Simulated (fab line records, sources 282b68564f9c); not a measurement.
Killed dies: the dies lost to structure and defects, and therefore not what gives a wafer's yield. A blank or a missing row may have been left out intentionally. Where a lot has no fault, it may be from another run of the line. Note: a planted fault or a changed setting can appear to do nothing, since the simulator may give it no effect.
Chamber matching	flow ritCmos	RIT_GATE_ETCH_19 on rieSi-02 has 4 sister chambers
The step etches poly-Si in SF6/CHF3/O2, stops on SiO2, time 165 s, target depth 312.5 nm. 8 wafers are shown with their chamber, then 7 later ones without.

== WAFERS WITH THEIR CHAMBER ==
wafer	chamber	throttleValvePct (%)	oesProductAu (a.u.)
L432.5	0	10.21	0.837
L434.2	3	10.19	0.821
L434.4	1	10.51	0.866
L436.3	2	10.30	0.866
L436.5	0	10.20	0.834
L436.6	1	10.52	0.870
L442.3	3	10.18	0.831
L442.4	2	10.28	0.851

== WAFERS WITHOUT THEIR CHAMBER ==
wafer	throttleValvePct (%)	oesProductAu (a.u.)
L442.5	10.53	0.873
L444.1	10.52	0.867
L444.3	10.21	0.829
L444.4	10.17	0.824
L450.2	10.29	0.852
L450.4	10.29	0.851
L450.5	10.20	0.814

== EACH ONE'S CHAMBER ==
wafer	from the rows above	in truth
L442.5	1	1
L444.1	1	1
L444.3	can't be placed: 0 or 3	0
L444.4	3	3
L450.2	2	2
L450.4	2	2
L450.5	can't be placed: 3 or 0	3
Placed correctly: 5 of 7. Unplaceable from these rows: 2, with the true chamber sitting among the candidates in 2. Number placed wrongly: 0.
How it was worked out, from the rows above alone: a wafer's distance from a chamber is the root of the sum, over the readings, of the square of ((its reading less the chamber's mean) divided by the reading's scatter). The wafer belongs to the nearest chamber; if the next one is less than 2 further off, it can't be placed. The mean given for a chamber averages the wafers shown for that chamber. The scatter is the square root of a quotient: the sum, over the shown wafers, of each reading's squared deviation from its chamber's mean, divided by wafers minus chambers.
